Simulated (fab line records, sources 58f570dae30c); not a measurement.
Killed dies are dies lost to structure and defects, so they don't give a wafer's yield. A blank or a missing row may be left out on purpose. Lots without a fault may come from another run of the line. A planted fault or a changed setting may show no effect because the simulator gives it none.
A sampling plan put to the test | flow berkeley_cmos170 | one fab line, 11 faults that these records tell of, each judged on the records of the lots that it struck
The plan is the line's own looks: the steps of the route at which a gauge or an inspection reads the wafer and doesn't change it. A look can be judged if struck wafers have a number there and the file gives its usual mean and standard deviation on fault-free wafers. Caught: at a look after the fault's first step, the mean of the struck wafers lies 4 or more of those standard deviations (sigma) from the usual mean. On the tool: the same test on the tool's own readings at the fault's steps. Another recipe on the struck wafers, or a record that is blank for them alone, also counts as caught.

THE FAULTS, as the simulator had put them in
1. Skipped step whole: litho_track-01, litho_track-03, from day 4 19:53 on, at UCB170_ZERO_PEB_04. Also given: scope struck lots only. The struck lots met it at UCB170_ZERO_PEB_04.
2. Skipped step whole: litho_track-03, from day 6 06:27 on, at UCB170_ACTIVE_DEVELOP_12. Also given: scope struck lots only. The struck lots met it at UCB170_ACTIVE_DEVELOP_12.
3. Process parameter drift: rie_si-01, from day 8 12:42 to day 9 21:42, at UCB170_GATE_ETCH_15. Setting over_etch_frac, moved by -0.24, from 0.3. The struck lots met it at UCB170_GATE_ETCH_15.
4. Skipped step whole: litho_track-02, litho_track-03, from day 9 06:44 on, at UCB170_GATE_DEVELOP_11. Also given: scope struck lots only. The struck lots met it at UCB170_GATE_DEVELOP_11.
5. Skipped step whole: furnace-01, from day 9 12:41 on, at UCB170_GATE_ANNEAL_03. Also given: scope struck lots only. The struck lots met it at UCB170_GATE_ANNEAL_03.
6. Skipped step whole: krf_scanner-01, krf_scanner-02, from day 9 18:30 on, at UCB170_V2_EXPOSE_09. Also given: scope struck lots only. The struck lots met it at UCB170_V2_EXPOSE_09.
7. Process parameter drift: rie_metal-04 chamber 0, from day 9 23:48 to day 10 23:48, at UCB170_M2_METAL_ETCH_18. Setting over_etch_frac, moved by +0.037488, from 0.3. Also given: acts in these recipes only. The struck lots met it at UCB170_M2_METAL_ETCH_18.
8. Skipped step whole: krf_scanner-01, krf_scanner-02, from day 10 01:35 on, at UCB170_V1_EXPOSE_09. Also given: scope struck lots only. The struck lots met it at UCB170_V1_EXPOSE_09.
9. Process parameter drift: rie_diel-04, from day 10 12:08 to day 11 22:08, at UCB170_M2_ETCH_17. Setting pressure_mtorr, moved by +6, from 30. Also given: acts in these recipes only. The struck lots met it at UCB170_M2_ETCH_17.
10. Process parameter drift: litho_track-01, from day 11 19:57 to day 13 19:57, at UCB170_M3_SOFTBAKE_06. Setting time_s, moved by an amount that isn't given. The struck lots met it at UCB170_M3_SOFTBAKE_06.
11. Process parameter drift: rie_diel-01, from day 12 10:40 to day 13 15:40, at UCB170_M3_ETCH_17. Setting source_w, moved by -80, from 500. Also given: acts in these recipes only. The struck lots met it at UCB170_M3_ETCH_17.

WHAT THE PLAN SAW
fault | on the tool itself                               | first look that catches it                   | reading, sigma | median hours from its first step to that look | hours from the fault's start to the first struck lot there | judged looks passed uncaught
1     | the tool's record is blank for the struck wafers | no look after it can be judged               | -              | -                                             | -                                                          | 0
2     | the tool's record is blank for the struck wafers | no look after it can be judged               | -              | -                                             | -                                                          | 0
3     | oes_product_au +12 sigma                         | not the one look that can be judged after it | -              | -                                             | -                                                          | 1
4     | the tool's record is blank for the struck wafers | no look after it can be judged               | -              | -                                             | -                                                          | 0
5     | the tool's record is blank for the struck wafers | no look after it can be judged               | -              | -                                             | -                                                          | 0
6     | no reading that can be judged                    | no look after it can be judged               | -              | -                                             | -                                                          | 0
7     | under 2 sigma                                    | no look after it can be judged               | -              | -                                             | -                                                          | 0
8     | no reading that can be judged                    | no look after it can be judged               | -              | -                                             | -                                                          | 0
9     | chamber_pressure_mTorr +99 or beyond sigma       | no look after it can be judged               | -              | -                                             | -                                                          | 0
10    | run_length_s +99 or beyond sigma                 | no look after it can be judged               | -              | -                                             | -                                                          | 0
11    | rf_fwd_power_W -47 sigma                         | no look after it can be judged               | -              | -                                             | -                                                          | 0
A dash: the fault isn't caught, or these records don't give the number.

Caught at a look: 0 of 11. Caught on the tool: 8 of 11. By one or the other: 8 of 11.
Caught on the tool alone: faults 1, 2, 3, 4, 5, 9, 10, 11.
Caught by neither: faults 6, 7, 8.
